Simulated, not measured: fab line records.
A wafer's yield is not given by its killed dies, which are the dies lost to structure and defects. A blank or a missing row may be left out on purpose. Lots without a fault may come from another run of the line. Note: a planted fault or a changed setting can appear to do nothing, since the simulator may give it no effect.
fab line records	flow rit_cmos
record: lots: 6	wafers: 18	last_day: 8
route steps=202 shown ACTIVE@11 FOX1@20 FOX2@23 NWELL@29 PWELL@39 WELLDRIVE@50 SILICIDE@161 M1@202
lots untouched by any fault: they come from a run of this same line in which no faults occurred
start_h: the number of hours between the record's first day and the start of the first shown wafer of the lot	wait_h: hours since the lot's step before	" as in the row above	L1.1+2: a single row standing in for several wafers	- either no value or no given start	* or withheld: withheld	< > ~ a bound
route shown NAME@n: names a module that has steps shown in the file, with the first one's number in the route	usual: average and standard deviation across the fault-free wafers	same: alike in all rows	chamber/n: place in a boat	sites: per-site readings	_std_site: standard deviation across them	_edge_site: the outer-site mean with the inner-site mean subtracted	radius_mm: how far each site lies from the wafer's centre	mask NAME#n: copy n	behind: the tool/chamber that last shaped the wafer	hold: cause of the lot's hold/its duration in hours/its outcome	device: which transistor (n, p or np) failed to switch	end of line: the tests these same wafers got at the end of their route	a step given without rows: its recipe and nothing more	killed: not the wafer's yield, but the dies lost to structure and defects at the first sort	map: the dies of a wafer, with x for killed, . for not killed, _ for no die there
set.NAME: the run value of the setting; set.NAME@STEP: its run value at that earlier step	model.NAME: the simulator's own value behind a step, which no gauge read
lots at selected steps of the route; one table per step, one row per wafer
services: from which hour (start_h, from the record's first day; less than 0 if before it) a tool's chamber was out of use, for how many hours, and why
== steps ==
step: RIT_ACTIVE_DEVELOP_10
recipe: resist: NOVOLAK	develop_time_s: 50	dev_temp_c: 23
step: RIT_ACTIVE_CD_MEAS_11
recipe: target_cd_nm: 1400
usual: cd_nm: 1398.4/2.2
lot.wafer	tool	chamber	start_h	wait_h	cd_nm
L223.1	cd_sem-01	-	40.05	-	1404.2
L223.3	"	-	"	"	1405.6
L223.6	"	-	"	"	1402.2
L224.2	cd_sem-01	-	45.33	-	1399.8
L224.3	"	-	"	"	1397.3
L224.6	"	-	"	"	1397.7
L226.1	cd_sem-01	-	56.55	-	1399.8
L226.2	"	-	"	"	1398.7
L226.4	"	-	"	"	1399.9
L232.1	cd_sem-01	-	86.12	-	1398.9
L232.3	"	-	"	"	1400.4
L232.5	"	-	"	"	1398.2
L236.3	cd_sem-01	-	106.06	-	1398.0
L236.4	"	-	"	"	1395.6
L236.6	"	-	"	"	1397.3
L241.2	cd_sem-01	-	129.58	-	1401.1
L241.3	"	-	"	"	1400.8
L241.5	"	-	"	"	1400.5
step: RIT_ACTIVE_HARDBAKE_12
recipe: resist: NOVOLAK	temp_c: 140	time_s: 60
step: RIT_ACTIVE_ETCH_13
recipe: stop_on: SiO2	chemistry: SF6	target: Si3N4	time_s: 210	over_etch_frac: 0.4	SF6_flow_sccm: 200	pressure_mtorr: 260	rf_w: 125	target_depth_a: 2100
usual: SF6_flow_sccm: 200.1/0.6	drypump_motor_current_A: 5.7/0.34	oes_product_au: 0.827/0.011	throttle_valve_pct: 7.53/0.19
lot.wafer	tool	chamber	start_h	wait_h	SF6_flow_sccm	drypump_motor_current_A	oes_product_au	rf_hours_counter_h	throttle_valve_pct
L223.1	rie_diel-01	0	40.35	0.1	200.7	5.3	0.856	3	7.39
L223.3	"	2	"	"	199.8	5.8	0.822	113	7.57
L223.6	"	3	"	"	200.3	5.4	0.813	-	7.54
L224.2	rie_diel-04	0	45.58	0.1	200.1	5.8	0.833	47	7.78
L224.3	"	3	"	"	200.5	5.3	0.827	42	7.32
L224.6	"	1	"	"	199.9	6.0	0.837	-	7.80
L226.1	rie_diel-01	1	56.82	0.1	199.2	5.5	0.820	44	7.69
L226.2	"	2	"	"	200.1	5.8	0.821	113	7.55
L226.4	"	0	"	"	201.0	5.3	0.849	4	7.39
L232.1	rie_diel-04	0	86.39	0.1	199.5	5.8	0.840	48	7.78
L232.3	"	3	"	"	200.0	5.3	0.832	43	7.32
L232.5	"	1	"	"	200.7	6.0	0.841	-	7.78
L236.3	rie_diel-01	1	106.29	0.1	200.5	5.5	0.816	45	7.67
L236.4	"	0	"	"	199.7	5.3	0.842	5	7.37
L236.6	"	1	"	"	199.3	5.5	0.806	-	7.67
L241.2	rie_diel-04	1	129.83	0.1	200.7	6.0	0.838	44	7.79
L241.3	"	2	"	"	200.1	6.0	0.829	92	7.29
L241.5	"	0	"	"	199.9	5.8	0.842	-	7.81
step: RIT_ACTIVE_STRIP_14
recipe: chemistry: O2	time_s: 180	resist: NOVOLAK	platen_temp_c: withheld	power_w: 500	pressure_mtorr: 4000	o2_flow_sccm: 4000
usual: drypump_motor_current_A: 5.8/0.44
lot.wafer	tool	chamber	start_h	wait_h	drypump_motor_current_A	rf_hours_counter_h
L223.1	plasma_asher-03	1	40.49	0.1	5.6	40
L223.3	"	1	"	"	5.6	-
L223.6	"	1	"	"	5.7	-
L224.2	plasma_asher-04	1	45.72	0.1	6.5	40
L224.3	"	1	"	"	6.4	-
L224.6	"	1	"	"	6.4	-
L226.1	plasma_asher-04	0	56.96	0.1	5.8	41
L226.2	"	1	"	"	6.4	41
L226.4	"	1	"	"	6.4	-
L232.1	plasma_asher-04	1	86.53	0.1	6.4	44
L232.3	"	0	"	"	5.8	-
L232.5	"	1	"	"	6.4	-
L236.3	plasma_asher-04	0	106.48	0.1	5.8	-
L236.4	"	1	"	"	6.4	-
L236.6	"	0	"	"	5.8	-
L241.2	plasma_asher-03	0	129.97	0.1	6.1	50
L241.3	"	1	"	"	5.7	-
L241.5	"	0	"	"	6.1	-
step: RIT_ACTIVE_CD_MEAS_90
recipe: target_cd_nm: 1400
usual: cd_nm: 1398.5/2.2
lot.wafer	tool	chamber	start_h	wait_h	cd_nm
L223.1	cd_sem-01	-	40.66	0.1	1404.3
L223.3	"	-	"	"	1405.5
L223.6	"	-	"	"	1402.2
L224.2	cd_sem-02	-	45.91	0.1	1399.7
L224.3	"	-	"	"	1397.3
L224.6	"	-	"	"	1398.0
L226.1	cd_sem-02	-	57.13	0.1	1399.6
L226.2	"	-	"	"	1398.3
L226.4	"	-	"	"	1399.7
L232.1	cd_sem-02	-	86.70	0.1	1399.1
L232.3	"	-	"	"	1401.0
L232.5	"	-	"	"	1398.7
L236.3	cd_sem-01	-	106.64	0.1	1397.6
L236.4	"	-	"	"	1396.0
L236.6	"	-	"	"	1397.0
L241.2	cd_sem-02	-	130.16	0.1	1401.2
L241.3	"	-	"	"	1400.8
L241.5	"	-	"	"	1400.1
step: RIT_ACTIVE_CLEAN_15
recipe: chemistry: SC1	mix: 3:3:50	time_s: 600	temp_c: 75
step: RIT_ACTIVE_CLEAN_16
recipe: chemistry: dHF	dilution: 50:1	time_s: 30
step: RIT_ACTIVE_CLEAN_17
recipe: chemistry: SC2	mix: 3:3:50	time_s: 600	temp_c: 75	dry: n2_spin
step: RIT_FOX1_OXIDATION_00
recipe: temp_c: 1100	ambient: H2O	target_thk_a: 3507	p_h2o_torr: 720	ox_time_s: 1130
step: RIT_FOX1_THK_MEAS_01
recipe: reads: SiO2_of_FOX1_OXIDATION_00
usual: FOX1_OXIDE_THK: 351/7.9
lot.wafer	tool	chamber	start_h	wait_h	FOX1_OXIDE_THK[nm]
L223.1	film_metro-02	-	42.46	0.0	352
L223.3	"	-	"	"	348
L223.6	"	-	"	"	350
L224.2	film_metro-01	-	48.08	0.0	359
L224.3	"	-	"	"	363
L224.6	"	-	"	"	360
L226.1	film_metro-04	-	59.23	0.0	344
L226.2	"	-	"	"	344
L226.4	"	-	"	"	343
L232.1	film_metro-04	-	89.69	0.0	360
L232.3	"	-	"	"	356
L232.5	"	-	"	"	357
L236.3	film_metro-02	-	108.42	0.0	360
L236.4	"	-	"	"	356
L236.6	"	-	"	"	361
L241.2	film_metro-01	-	133.17	0.0	332
L241.3	"	-	"	"	333
L241.5	"	-	"	"	332
step: RIT_FOX1_WET_ETCH_02
recipe: chemistry: BOE	target_depth_nm: 350	time_s: 390	temp_c: 21.5	dry: n2_spin	dilution: 10:1	target: SiO2
step: RIT_FOX2_OXIDATION_00
recipe: temp_c: 1100	ambient: H2O	target_thk_a: 3507	p_h2o_torr: 720	ox_time_s: 1158
usual: spike_tc_centre_C: 1102.7/1.1	spike_tc_load_C: 1128.5/1.9	spike_tc_source_C: 1124/3.4	tube_center_temp_C: 1100/0.11	tube_center_temp_C_max: 1102.8/0.51
lot.wafer	tool	chamber	start_h	wait_h	spike_tc_centre_C	spike_tc_load_C	spike_tc_source_C	tube_center_temp_C	tube_center_temp_C_max	model.SiO2_of_FOX2_OXIDATION_00.thk_nm
L223.1	furnace-03	0	42.64	0.0	1102.3	1130.5	1130	1100.1	1102.2	342
L223.3	"	0	"	"	1102.7	1131.3	1129	1100	1103.0	346.8
L223.6	"	0	"	"	1103.9	1128.9	1130	1100.1	1103.1	344.9
L224.2	furnace-03	0	48.24	0.0	1103.7	1131.4	1130	1100.2	1102.4	349.5
L224.3	"	0	"	"	1103.6	1131.3	1129	1100.1	1102.6	353.2
L224.6	"	0	"	"	1103.5	1130.3	1127	1099.9	1102.3	344.8
L226.1	furnace-03	0	59.41	0.0	1116.7	1146.2	1144	1115.2	1118.2	386.6
L226.2	"	0	"	"	1118.2	1145.3	1142	1114.9	1117.1	388.5
L226.4	"	0	"	"	1118.4	1144.3	1143	1114.8	1117.8	385.2
L232.1	furnace-03	0	89.89	0.0	1117.9	1146.8	1143	1115.1	1118.0	374.2
L232.3	"	0	"	"	1117.7	1147.4	1144	1115	1117.3	374.7
L232.5	"	0	"	"	1117.6	1145.2	1144	1115.1	1117.9	380
L236.3	furnace-04	0	109.40	0.8	1101.8	1127.4	1126	1100.1	1101.9	357.1
L236.4	"	0	"	"	1103.3	1126.5	1124	1100.1	1102.4	356.5
L236.6	"	0	"	"	1103.8	1125.0	1125	1100	1103.6	357.8
L241.2	furnace-01	0	133.35	0.0	1102.2	1126.2	1122	1100.1	1103.1	349.1
L241.3	"	0	"	"	1103.8	1128.7	1121	1100	1103.5	347.6
L241.5	"	0	"	"	1101.9	1128.2	1121	1100	1102.9	354.8
step: RIT_FOX2_THK_MEAS_01
recipe: reads: SiO2_of_FOX2_OXIDATION_00
usual: FOX2_OXIDE_THK: 356/7.8
lot.wafer	tool	chamber	start_h	wait_h	hold	FOX2_OXIDE_THK[nm]
L223.1	film_metro-04	-	43.95	0.0	-	342
L223.3	"	-	"	"	-	347
L223.6	"	-	"	"	-	345
L224.2	film_metro-04	-	49.57	0.0	-	349
L224.3	"	-	"	"	-	353
L224.6	"	-	"	"	-	345
L226.1	film_metro-04	-	60.72	0.0	await_dispo/0.2h/release	387
L226.2	"	-	"	"	await_dispo/0.2h/release	388
L226.4	"	-	"	"	await_dispo/0.2h/release	385
L226.1	film_metro-04	-	60.95	0.2	-	387
L226.2	"	-	"	"	-	389
L226.4	"	-	"	"	-	386
L232.1	film_metro-04	-	91.21	0.0	-	374
L232.3	"	-	"	"	-	375
L232.5	"	-	"	"	-	380
L236.3	film_metro-04	-	110.73	0.0	-	357
L236.4	"	-	"	"	-	356
L236.6	"	-	"	"	-	358
L241.2	film_metro-04	-	134.67	0.0	-	349
L241.3	"	-	"	"	-	347
L241.5	"	-	"	"	-	355
step: RIT_FOX2_WET_ETCH_03
recipe: chemistry: H3PO4	target: Si3N4	target_depth_nm: 195	temp_c: 165	time_s: 2700
step: RIT_FOX2_THK_MEAS_90
recipe: reads: SiO2_of_FOX2_OXIDATION_00
usual: FIELD_OXIDE_LEFT_1_THK: 329/7.9
lot.wafer	tool	chamber	start_h	wait_h	hold	FIELD_OXIDE_LEFT_1_THK[nm]
L223.1	film_metro-01	-	44.83	0.0	-	314
L223.3	"	-	"	"	-	319
L223.6	"	-	"	"	-	317
L224.2	film_metro-01	-	50.44	0.0	-	322
L224.3	"	-	"	"	-	326
L224.6	"	-	"	"	-	317
L226.1	film_metro-01	-	65.76	0.0	await_dispo/0.2h/release	359
L226.2	"	-	"	"	await_dispo/0.2h/release	360
L226.4	"	-	"	"	await_dispo/0.2h/release	357
L226.1	film_metro-01	-	65.99	0.2	-	359
L226.2	"	-	"	"	-	361
L226.4	"	-	"	"	-	357
L232.1	film_metro-01	-	92.08	0.0	-	346
L232.3	"	-	"	"	-	347
L232.5	"	-	"	"	-	352
L236.3	film_metro-03	-	111.68	0.0	-	330
L236.4	"	-	"	"	-	329
L236.6	"	-	"	"	-	330
L241.2	film_metro-03	-	135.62	0.0	-	321
L241.3	"	-	"	"	-	320
L241.5	"	-	"	"	-	327
step: RIT_NWELL_COAT_01
recipe: resist: NOVOLAK	spin_rpm: 2000	resist_thk_nm: 1300
step: RIT_NWELL_SOFTBAKE_02
recipe: resist: NOVOLAK	temp_c: 90	time_s: 60
step: RIT_NWELL_EXPOSE_03
recipe: mask_id: M2	na: 0.57	target_cd_nm: 43900	dose_mj: 250
step: RIT_NWELL_PEB_04
recipe: resist: NOVOLAK	temp_c: withheld	time_s: withheld
step: RIT_NWELL_DEVELOP_05
recipe: resist: NOVOLAK	develop_time_s: 68	dev_temp_c: 23
step: RIT_NWELL_OVL_MEAS_06
usual: NWELL_OVL: 0.8/1.4
lot.wafer	tool	chamber	start_h	wait_h	NWELL_OVL[nm]
L223.1	overlay-01	-	45.89	-	0.1
L223.3	"	-	"	"	0.7
L223.6	"	-	"	"	0.7
L224.2	overlay-02	-	51.38	-	2.8
L224.3	"	-	"	"	1.1
L224.6	"	-	"	"	2.1
L226.1	overlay-01	-	72.74	-	0.4
L226.2	"	-	"	"	-1.7
L226.4	"	-	"	"	0.2
L232.1	overlay-01	-	93.15	-	1.3
L232.3	"	-	"	"	-0.4
L232.5	"	-	"	"	-1.4
L236.3	overlay-02	-	112.62	-	2.2
L236.4	"	-	"	"	0.6
L236.6	"	-	"	"	1.1
L241.2	overlay-01	-	136.68	-	1.0
L241.3	"	-	"	"	0.6
L241.5	"	-	"	"	-1.5
step: RIT_NWELL_HARDBAKE_07
recipe: resist: NOVOLAK	temp_c: 140	time_s: 120
step: RIT_NWELL_IMPLANT_08
recipe: species: P	energy_kev: 170	dose_cm2: 5e+13	tilt_deg: 7
step: RIT_NWELL_STRIP_09
recipe: chemistry: O2	time_s: 180	resist: NOVOLAK	platen_temp_c: withheld	power_w: 500	pressure_mtorr: 4000	o2_flow_sccm: 4000
usual: drypump_motor_current_A: 6.0/0.46
lot.wafer	tool	chamber	start_h	wait_h	drypump_motor_current_A	rf_hours_counter_h
L223.1	plasma_asher-03	0	46.33	0.1	6.0	40
L223.3	"	0	"	"	6.1	-
L223.6	"	1	"	"	5.7	-
L224.2	plasma_asher-02	1	51.81	0.1	5.1	26
L224.3	"	1	"	"	5.1	-
L224.6	"	1	"	"	5.1	-
L226.1	plasma_asher-04	1	73.18	0.1	6.5	42
L226.2	"	0	"	"	5.8	42
L226.4	"	0	"	"	5.8	-
L232.1	plasma_asher-03	1	93.58	0.1	5.7	45
L232.3	"	0	"	"	6.1	-
L232.5	"	0	"	"	6.1	-
L236.3	plasma_asher-02	1	113.10	0.1	5.1	-
L236.4	"	0	"	"	6.5	-
L236.6	"	0	"	"	6.5	-
L241.2	plasma_asher-03	0	137.11	0.1	6.1	50
L241.3	"	1	"	"	5.6	-
L241.5	"	0	"	"	6.0	-
step: RIT_NWELL_TW_MEAS_10
usual: NWELL_TW: 2151/15
lot.wafer	tool	chamber	start_h	wait_h	NWELL_TW
L223.1	film_metro-04	-	46.51	0.1	2139
L223.3	"	-	"	"	2146
L223.6	"	-	"	"	2149
L224.2	film_metro-02	-	51.99	0.1	2160
L224.3	"	-	"	"	2149
L224.6	"	-	"	"	2153
L226.1	film_metro-02	-	73.35	0.1	2171
L226.2	"	-	"	"	2165
L226.4	"	-	"	"	2162
L232.1	film_metro-02	-	93.76	0.1	2178
L232.3	"	-	"	"	2176
L232.5	"	-	"	"	2184
L236.3	film_metro-04	-	113.24	0.1	2154
L236.4	"	-	"	"	2154
L236.6	"	-	"	"	2157
L241.2	film_metro-04	-	137.30	0.1	2149
L241.3	"	-	"	"	2163
L241.5	"	-	"	"	2157
step: RIT_PWELL_HMDS_00
recipe: prime_time_s: 60	prime_temp_c: 140
step: RIT_PWELL_COAT_01
recipe: resist: NOVOLAK	spin_rpm: 2000	resist_thk_nm: 1300
step: RIT_PWELL_SOFTBAKE_02
recipe: resist: NOVOLAK	temp_c: 90	time_s: 60
step: RIT_PWELL_EXPOSE_03
recipe: mask_id: M3	na: 0.57	target_cd_nm: 43700	dose_mj: 250
step: RIT_PWELL_PEB_04
recipe: resist: NOVOLAK	temp_c: withheld	time_s: withheld
step: RIT_PWELL_DEVELOP_05
recipe: resist: NOVOLAK	develop_time_s: 68	dev_temp_c: 23
step: RIT_PWELL_OVL_MEAS_06
usual: PWELL_OVL: -0.2/1.5
lot.wafer	tool	chamber	start_h	wait_h	PWELL_OVL[nm]
L223.1	overlay-01	-	47.45	-	3.9
L223.3	"	-	"	"	1.6
L223.6	"	-	"	"	0.0
L224.2	overlay-01	-	52.93	-	-1.1
L224.3	"	-	"	"	-1.8
L224.6	"	-	"	"	-1.7
L226.1	overlay-02	-	74.56	-	1.8
L226.2	"	-	"	"	0.4
L226.4	"	-	"	"	-0.6
L232.1	overlay-01	-	94.82	-	-1.0
L232.3	"	-	"	"	-0.7
L232.5	"	-	"	"	-0.8
L236.3	overlay-01	-	114.17	-	-2.7
L236.4	"	-	"	"	-3.1
L236.6	"	-	"	"	-2.7
L241.2	overlay-01	-	138.23	-	0.9
L241.3	"	-	"	"	1.0
L241.5	"	-	"	"	-0.6
step: RIT_PWELL_HARDBAKE_07
recipe: resist: NOVOLAK	temp_c: 140	time_s: 120
step: RIT_PWELL_IMPLANT_08
recipe: species: B	energy_kev: 170	dose_cm2: 7.07e+13	tilt_deg: 7
step: RIT_PWELL_STRIP_09
recipe: chemistry: O2	time_s: 180	resist: NOVOLAK	platen_temp_c: withheld	power_w: 500	pressure_mtorr: 4000	o2_flow_sccm: 4000
usual: drypump_motor_current_A: 5.6/0.55
lot.wafer	tool	chamber	start_h	wait_h	drypump_motor_current_A	rf_hours_counter_h
L223.1	plasma_asher-02	1	47.88	0.1	5.1	26
L223.3	"	1	"	"	5.1	-
L223.6	"	0	"	"	6.5	-
L224.2	plasma_asher-03	0	53.47	0.1	6.0	41
L224.3	"	0	"	"	6.0	-
L224.6	"	0	"	"	6.0	-
L226.1	plasma_asher-03	0	75.00	0.1	6.0	42
L226.2	"	1	"	"	5.7	42
L226.4	"	0	"	"	6.0	-
L232.1	plasma_asher-03	0	95.26	0.1	6.0	45
L232.3	"	0	"	"	6.0	-
L232.5	"	0	"	"	6.1	-
L236.3	plasma_asher-03	1	114.65	0.1	5.7	-
L236.4	"	0	"	"	6.1	-
L236.6	"	0	"	"	6.1	-
L241.2	plasma_asher-02	0	138.76	0.1	6.5	35
L241.3	"	0	"	"	6.5	-
L241.5	"	1	"	"	5.1	-
step: RIT_PWELL_TW_MEAS_10
usual: PWELL_TW: 960/6
lot.wafer	tool	chamber	start_h	wait_h	PWELL_TW
L223.1	film_metro-03	-	48.06	0.1	958
L223.3	"	-	"	"	959
L223.6	"	-	"	"	956
L224.2	film_metro-04	-	53.66	0.1	958
L224.3	"	-	"	"	956
L224.6	"	-	"	"	958
L226.1	film_metro-04	-	75.17	0.1	972
L226.2	"	-	"	"	976
L226.4	"	-	"	"	973
L232.1	film_metro-02	-	95.43	0.1	966
L232.3	"	-	"	"	961
L232.5	"	-	"	"	965
L236.3	film_metro-04	-	114.79	0.1	958
L236.4	"	-	"	"	955
L236.6	"	-	"	"	960
L241.2	film_metro-04	-	138.95	0.1	964
L241.3	"	-	"	"	959
L241.5	"	-	"	"	960
step: RIT_WELLDRIVE_ANNEAL_00
recipe: temp_c: 1100	time_s: 14700	ambient: N2
step: RIT_WELLDRIVE_RS_MEAS_01
recipe: thk_meas_gauge: four-point-probe
usual: NWELL_RS: 275.4/0.85
lot.wafer	tool	chamber	start_h	wait_h	NWELL_RS[ohm/sq]
L223.1	film_metro-02	-	53.20	0.0	275.9
L223.3	"	-	"	"	275.5
L223.6	"	-	"	"	276.2
L224.2	film_metro-02	-	59.35	0.0	275.8
L224.3	"	-	"	"	274.6
L224.6	"	-	"	"	275.1
L226.1	film_metro-02	-	80.32	0.0	275.3
L226.2	"	-	"	"	275.9
L226.4	"	-	"	"	276.1
L232.1	film_metro-02	-	100.96	0.0	275.3
L232.3	"	-	"	"	275.4
L232.5	"	-	"	"	275.0
L236.3	film_metro-04	-	123.41	0.0	274.0
L236.4	"	-	"	"	275.0
L236.6	"	-	"	"	274.2
L241.2	film_metro-03	-	146.17	0.0	275.4
L241.3	"	-	"	"	275.2
L241.5	"	-	"	"	275.8
step: RIT_WELLDRIVE_RS_MEAS_02
recipe: thk_meas_gauge: four-point-probe
usual: PWELL_RS: 426.9/1.4
lot.wafer	tool	chamber	start_h	wait_h	PWELL_RS[ohm/sq]
L223.1	film_metro-02	-	53.32	0.1	426.8
L223.3	"	-	"	"	425.1
L223.6	"	-	"	"	425.9
L224.2	film_metro-02	-	59.47	0.1	427.5
L224.3	"	-	"	"	429.5
L224.6	"	-	"	"	428.3
L226.1	film_metro-02	-	80.44	0.1	425.4
L226.2	"	-	"	"	425.8
L226.4	"	-	"	"	425.8
L232.1	film_metro-02	-	101.08	0.1	424.9
L232.3	"	-	"	"	426.4
L232.5	"	-	"	"	425.8
L236.3	film_metro-04	-	123.53	0.1	425.7
L236.4	"	-	"	"	424.8
L236.6	"	-	"	"	424.3
L241.2	film_metro-03	-	146.29	0.1	427.2
L241.3	"	-	"	"	427.1
L241.5	"	-	"	"	425.6
step: RIT_FOX2_THK_MEAS_91
recipe: reads: SiO2_of_FOX2_OXIDATION_00
usual: FIELD_OXIDE_LEFT_2_THK: 261/8
lot.wafer	tool	chamber	start_h	wait_h	FIELD_OXIDE_LEFT_2_THK[nm]
L223.1	film_metro-03	-	57.34	0.0	246
L223.3	"	-	"	"	251
L223.6	"	-	"	"	249
L224.2	film_metro-01	-	63.10	0.0	254
L224.3	"	-	"	"	258
L224.6	"	-	"	"	249
L226.1	film_metro-04	-	85.06	0.0	290
L226.2	"	-	"	"	292
L226.4	"	-	"	"	289
L232.1	film_metro-03	-	104.92	0.0	278
L232.3	"	-	"	"	278
L232.5	"	-	"	"	283
L236.3	film_metro-03	-	127.27	0.0	262
L236.4	"	-	"	"	261
L236.6	"	-	"	"	262
L241.2	film_metro-03	-	149.93	0.0	253
L241.3	"	-	"	"	252
L241.5	"	-	"	"	259
step: RIT_SILICIDE_WET_ETCH_00
recipe: chemistry: BOE	target: SiO2	target_depth_nm: 14	time_s: 15	dry: n2_spin	dilution: 10:1	temp_c: 21.5
lot.wafer	tool	chamber	start_h	wait_h	model.SiO2_of_FOX2_OXIDATION_00.thk_nm
L223.1	wet_bench-04	1	80.70	0.1	142.4
L223.3	"	1	"	"	146.5
L223.6	"	1	"	"	144.5
L224.2	wet_bench-04	3	83.02	0.1	148.6
L224.3	"	3	"	"	154.9
L224.6	"	3	"	"	144.1
L226.1	wet_bench-03	1	106.80	0.1	184.3
L226.2	"	1	"	"	187.2
L226.4	"	1	"	"	184.1
L232.1+3	wet_bench-03	2	126.57	0.1	173.2
L232.5	"	2	"	"	178.5
L236.3	wet_bench-02	3	147.75	0.1	155.9
L236.4	"	3	"	"	156.9
L236.6	"	3	"	"	158.5
L241.2	wet_bench-04	0	180.53	0.1	148.6
L241.3	"	0	"	"	146.4
L241.5	"	0	"	"	154.4
step: RIT_M1_PROBE_99
usual: killed_at_contacts: 0.1/0.23	killed_at_front_end: 7/3	killed_dies: 7/3	killed_open: 3.3/2.1	killed_short: 3.7/1.9
same: gross_dies: 264	killed_at_M0_to_M3: 0	killed_at_M4_up: 0	killed_at_back_side: 0	killed_at_other: 0
lot.wafer	tool	chamber	start_h	wait_h	killed_at_contacts	killed_at_front_end	killed_dies	killed_open	killed_short	model.etest.pldd.width_nm	model.etest.field_n.vt_v	model.etest.field_p.vt_v
L223.1	prober-01	-	87.98	0.1	0	6	6	3	3	3196	33.73	-12.49
L223.3	prober-01	-	88.08	0.2	0	5	5	3	1	3191	34.37	-12.46
L223.6	prober-01	-	88.23	0.2	0	4	4	2	2	3188	34.15	-12.52
L224.2	prober-02	-	89.97	0.1	0	6	6	1	5	3161	34.66	-12.81
L224.3	prober-02	-	90.02	0.2	0	6	6	2	4	3151	35.23	-12.83
L224.6	prober-02	-	90.17	0.2	0	4	4	2	2	3182	34.06	-12.88
L226.1	prober-02	-	113.58	0.1	0	6	6	3	3	-	-	-
L226.2	prober-02	-	113.63	0.1	0	4	4	0	4	-	-	-
L226.4	prober-02	-	113.73	0.2	0	3	3	1	2	-	-	-
L232.1	prober-02	-	133.36	0.1	0	3	3	0	3	3125	37.95	-12.66
L232.3	prober-02	-	133.46	0.2	0	5	5	3	2	3163	38.02	-12.66
L232.5	prober-02	-	133.56	0.2	0	5	5	1	4	3127	38.82	-12.91
L236.3	prober-02	-	154.89	0.2	0	5	5	1	4	3153	35.77	-12.87
L236.4	prober-02	-	154.94	0.2	0	7	7	4	3	3170	35.77	-12.85
L236.6	prober-02	-	155.04	0.2	0	3	3	2	1	3171	35.93	-12.89
L241.2	prober-01	-	187.35	0.1	1	8	9	3	6	3204	34.57	-12.88
L241.3	prober-01	-	187.40	0.2	0	6	6	2	4	3207	34.45	-12.9
L241.5	prober-01	-	187.50	0.2	0	12	12	6	6	3208	35.5	-12.88
killed by level:class
L223.1 GATE:geometric_particle:short=3 GATE:geometric_particle:open=2 FOX1:geometric_particle:open=1
L223.3 GATE:geometric_particle:open=3 FOX2:geometric_particle:short=1 PWELL:coat_microbubble_printed=1
L223.6 GATE:geometric_particle:short=2 FOX1:geometric_particle:open=1 FOX2:geometric_particle:open=1
L224.2 GATE:geometric_particle:short=2 FOX1:geometric_particle:short=1 REOX:geometric_particle:open=1 REOX:geometric_particle:short=1 SPACER:geometric_particle:short=1
L224.3 FOX1:geometric_particle:short=1 FOX2:geometric_particle:open=1 GATE:geometric_particle:short=1 GATE:geometric_particle:open=1 REOX:geometric_particle:short=1 SPACER:geometric_particle:short=1
L224.6 FOX1:geometric_particle:open=1 FOX2:geometric_particle:short=1 SPACER:geometric_particle:short=1 SILICIDE:geometric_particle:open=1
L226.1 GATE:geometric_particle:open=2 FOX1:geometric_particle:open=1 FOX1:geometric_particle:short=1 GATE:geometric_particle:short=1 SPACER:geometric_particle:short=1
L226.2 GATE:geometric_particle:short=2 FOX1:geometric_particle:short=1 FOX2:geometric_particle:short=1
L226.4 GATE:geometric_particle:short=1 SPACER:geometric_particle:open=1 SPACER:geometric_particle:short=1
L232.1 GATE:geometric_particle:short=2 SILICIDE:geometric_particle:short=1
L232.3 FOX2:geometric_particle:open=1 GATE:geometric_particle:short=1 GATE:geometric_particle:open=1 SPACER:geometric_particle:short=1 SPACER:geometric_particle:open=1
L232.5 FOX2:geometric_particle:short=1 GATE:geometric_particle:open=1 GATE:geometric_particle:short=1 SPACER:geometric_particle:short=1 SILICIDE:geometric_particle:short=1
L236.3 GATE:geometric_particle:short=3 REOX:geometric_particle:short=1 REOX:geometric_particle:open=1
L236.4 FOX1:geometric_particle:open=3 GATE:geometric_particle:short=2 SILICIDE:geometric_particle:short=1 SILICIDE:geometric_particle:open=1
L236.6 FOX1:geometric_particle:open=1 GATE:geometric_particle:open=1 REOX:geometric_particle:short=1
L241.2 GATE:geometric_particle:short=3 SILICIDE:geometric_particle:short=2 REOX:geometric_particle:short=1 REOX:geometric_particle:open=1 SPACER:geometric_particle:open=1 CONTACT:geometric_particle:open=1
L241.3 SILICIDE:geometric_particle:short=2 GATE:geometric_particle:short=1 GATE:geometric_particle:open=1 SPACER:geometric_particle:open=1 SPACER:geometric_particle:short=1
L241.5 FOX1:geometric_particle:short=3 GATE:geometric_particle:open=3 REOX:geometric_particle:short=2 SPACER:geometric_particle:open=2 GATE:geometric_particle:short=1 REOX:geometric_particle:open=1
== services ==
tool	chamber	start_h	hours	kind
furnace-03	-	20.98	3.4	pm
rie_diel-01	2	21.06	5.6	repair
rie_diel-04	-	29.57	4.0	repair
furnace-03	-	66.09	4.4	pm
rie_diel-04	-	92.32	0.2	repair
furnace-01	-	107.98	4.5	pm
plasma_asher-04	-	108.75	9.0	pm
plasma_asher-04	0	108.75	9.0	vent_cycle
plasma_asher-04	1	108.75	9.0	vent_cycle
furnace-04	-	110.71	9.0	pm
plasma_asher-02	-	114.45	7.6	repair
plasma_asher-04	0	117.75	-	clean
plasma_asher-04	1	117.75	-	clean
wet_bench-02	-	118.83	8.3	repair
rie_diel-04	3	145.72	3.2	repair
furnace-01	-	172.30	3.8	pm
== key ==
first_sign: step: RIT_FOX2_OXIDATION_00	reading: tube_center_temp_C	direction: up	sigmas: 99+	usual: *	struck: *
effect: step: RIT_FOX2_OXIDATION_00	reading: tube_center_temp_C_max	direction: up	sigmas: 29	usual: *	struck: *
effect: step: RIT_FOX2_THK_MEAS_01	reading: visit	direction: added
effect: step: RIT_FOX2_THK_MEAS_90	reading: visit	direction: added
effect: step: RIT_FOX2_THK_MEAS_91	reading: FIELD_OXIDE_LEFT_2_THK	direction: up	sigmas: 3.1	usual: 261	struck: 285
model_effect: step: RIT_FOX2_OXIDATION_00	value: SiO2_of_FOX2_OXIDATION_00.thk_nm	without: 357.9	struck: 381.5
model_effect: step: RIT_SILICIDE_WET_ETCH_00	value: SiO2_of_FOX2_OXIDATION_00.thk_nm	without: 156.4	struck: 180.1
model_effect: step: RIT_M1_PROBE_99	value: etest.pldd.width_nm	without: 3167	struck: 3138
met_at RIT_FOX2_OXIDATION_00
struck_wafers L226.1,L226.2,L226.4,L232.1,L232.3,L232.5
tester_left_out L226,L232
onset_between 48.24 59.41
fault: kind: process_parameter_drift	tool: furnace-03	chamber: -	onset_h: 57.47	steps: RIT_FOX2_OXIDATION_00	channel: temp_c	offset: *	shape: step	end_h: 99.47	acts_in: *	stated: *
tester_left_out: of these lots the tester's yield and bins aren't shown, on N5 and GAA mostly nor the transistor test; their killed dies are dies lost to structure and defects alone, not to doping, threshold or leakage, so they don't give the yield
